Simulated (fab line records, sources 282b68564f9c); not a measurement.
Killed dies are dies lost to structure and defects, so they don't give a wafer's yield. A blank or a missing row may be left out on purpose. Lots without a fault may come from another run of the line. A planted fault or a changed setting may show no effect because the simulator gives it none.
A struck lot beside a sound one | flow rit_cmos | 27 steps out of a route of 202
Sound: wafers L494.2, L494.3, L494.6. Struck: wafers L504.3, L504.5, L504.6. The cause comes at the end.
At each step with rows: each side's tool, then ch and its chambers, then its first start. Under that, the readings that differ: sound wafers | struck wafers | difference of the means | sigmas: that difference in standard deviations of wafers without a fault.
alike: readings whose means differ by less than 2 such deviations, and words and numbers that are the same on both sides. not compared: withheld readings, readings that some wafer has no value for, bounds like >300 that may hide the same value, and numbers for which the record gives no deviation and whose values overlap.
The two part at a step that has a row with sigmas, a row that says differs or no value, or rows on one side only. Numbers that don't overlap but have no deviation are shown without sigmas and don't part them. A reading that every wafer of one side lacks parts them only if that side has two wafers or more.

RIT_SDANNEAL_RTA_03: time 5 s.
  sound on rtp_anneal-01 ch 0, day 4 22:30; struck on rtp_anneal-01 ch 0, day 7 03:53
  alike: wafer_temp_C_max
RIT_SDANNEAL_RS_MEAS_04: measures by four-point-probe.
  sound on film_metro-02, day 4 22:34; struck on film_metro-01, day 7 04:00
  alike: PSD_RS
RIT_SDANNEAL_RS_MEAS_05: measures by four-point-probe.
  sound on film_metro-02, day 4 22:41; struck on film_metro-01, day 7 04:07
  alike: NSD_RS
RIT_SDANNEAL_RS_MEAS_06: measures by four-point-probe.
  sound on film_metro-02, day 4 22:49; struck on film_metro-01, day 7 04:14
  alike: PLDD_RS
RIT_SDANNEAL_RS_MEAS_07: measures by four-point-probe.
  sound on film_metro-02, day 4 22:56; struck on film_metro-01, day 7 04:22
  alike: NLDD_RS
then, 1 step without rows for these wafers: RIT_SILICIDE_WET_ETCH_00 (etches SiO2 in BOE, target depth 14 nm, time 15 s).
RIT_SILICIDE_SPUTTER_01: material Ti, target thk 30 nm, time 240 s.
  sound on pvd_sputter-01, day 4 23:03; struck on pvd_sputter-04, day 7 04:27
  alike: throttle_valve_pct
RIT_SILICIDE_RS_MEAS_02: measures by four-point-probe.
  sound on film_metro-03, day 4 23:13; struck on film_metro-03, day 7 04:38
  alike: SILICIDE_TI_RS
RIT_SILICIDE_THK_MEAS_03: measures by xrf.
  sound on film_metro-03, day 4 23:20; struck on film_metro-03, day 7 04:44
  alike: SILICIDE_TI_THK
RIT_SILICIDE_RTA_04: time 10 s, ramp up 5 s, ramp down 5 s.
  sound on rtp_anneal-02 ch 0, day 4 23:24; struck on rtp_anneal-02 ch 0, day 7 04:49
  alike: wafer_temp_C_max
then, 1 step without rows for these wafers: RIT_SILICIDE_WET_ETCH_05 (etches Ti in SPM, time 120 s).
RIT_SILICIDE_RTA_06: time 10 s, ramp up 5 s, ramp down 10 s.
  sound on rtp_anneal-01 ch 0, day 4 23:30; struck on rtp_anneal-01 ch 0, day 7 04:56
  alike: wafer_temp_C_max
RIT_CONTACT_CVD_00: deposits SiO2 from TEOS, target thk 400 nm, time 61 s.
  sound on pecvd-03 ch 1,2, day 4 23:34; struck on pecvd-03 ch 1,2, day 7 05:02
  no value came back on the struck wafers for heater_power_w (W), rf_fwd_power_W (W), time_s (s); on the sound wafers heater_power_w (W) reads 418 230 250
then, 6 steps without rows for these wafers: RIT_CONTACT_HMDS_02 (prime time 60 s); RIT_CONTACT_COAT_03 (resist thk 1000 nm); RIT_CONTACT_SOFTBAKE_04 (time 60 s); RIT_CONTACT_EXPOSE_05 (exposes mask M11, target cd 1000 nm); RIT_CONTACT_PEB_06; RIT_CONTACT_DEVELOP_07 (develop time 120 s).
RIT_CONTACT_CD_MEAS_08: target cd 1000 nm.
  sound on cd_sem-01, day 5 00:40; struck on cd_sem-02, day 7 06:08
  alike: cd_nm
RIT_CONTACT_OVL_MEAS_09:
  sound on overlay-02, day 5 00:46; struck on overlay-02, day 7 06:14
  alike: CONTACT_OVL
then, 1 step without rows for these wafers: RIT_CONTACT_HARDBAKE_10 (time 60 s).
RIT_CONTACT_ETCH_11: etches SiO2 in CHF3/CF4/Ar, stops on TiSi2, target depth 480 nm, time 320 s.
  sound on rie_diel-03 ch 1,2,3, day 5 00:56; struck on rie_diel-02 ch 1,2,3, day 7 06:25
  reading                             | sound             | struck            | difference | sigmas
  oes_product_au (a.u.)               | 1.003 0.976 0.974 | 0.945 0.903 0.906 | -0.066     | -4
  model.etch.depth_nm (nm)            | 394.3 404.2 414.6 | 0 0 0             | -404       |
  model.CONTACT.feature_depth_nm (nm) | 394.3 404.2 414.7 | 1e-09 1e-09 1e-09 | -4e+02     |
  alike: drypump_motor_current_A, throttle_valve_pct
  not compared: rf_hours_counter_h
RIT_CONTACT_STRIP_12: strips in O2, time 180 s.
  sound on plasma_asher-04 ch 0,1, day 5 01:08; struck on plasma_asher-01 ch 0,1, day 7 06:40
  alike: drypump_motor_current_A
  not compared: rf_hours_counter_h
RIT_CONTACT_CD_MEAS_90: target cd 1000 nm.
  sound on cd_sem-02, day 5 01:20; struck on cd_sem-02, day 7 06:49
  reading    | sound               | struck | difference                    | sigmas
  cd_nm (nm) | 998.8 1000.0 1001.2 | - - -  | no value on the struck wafers |
then, 1 step without rows for these wafers: RIT_CONTACT_CLEAN_13 (cleans in SC1, time 600 s).
RIT_M1_PROBE_99:
  sound on prober-01, day 5 07:43; struck on prober-01, day 7 11:28
  reading             | sound  | struck      | difference | sigmas
  killed_at_M0_to_M3  | 0 0 0  | 1 0 0       | +0         | +3
  killed_at_contacts  | 0 0 0  | 262 263 263 | +263       | +99 or more
  killed_at_front_end | 8 5 12 | 1 1 1       | -7         | -2
  killed_dies         | 8 5 12 | 264 264 264 | +256       | +77
  killed_on_rim       | 1 2 1  | 70 70 70    | +69        | +43
  killed_open         | 4 5 7  | 1 1 0       | -5         | -2
  alike: killed_short

WHERE THEY PART
First at RIT_CONTACT_CVD_00; last, within this record, at RIT_M1_PROBE_99.

WHY: what the simulator had put in
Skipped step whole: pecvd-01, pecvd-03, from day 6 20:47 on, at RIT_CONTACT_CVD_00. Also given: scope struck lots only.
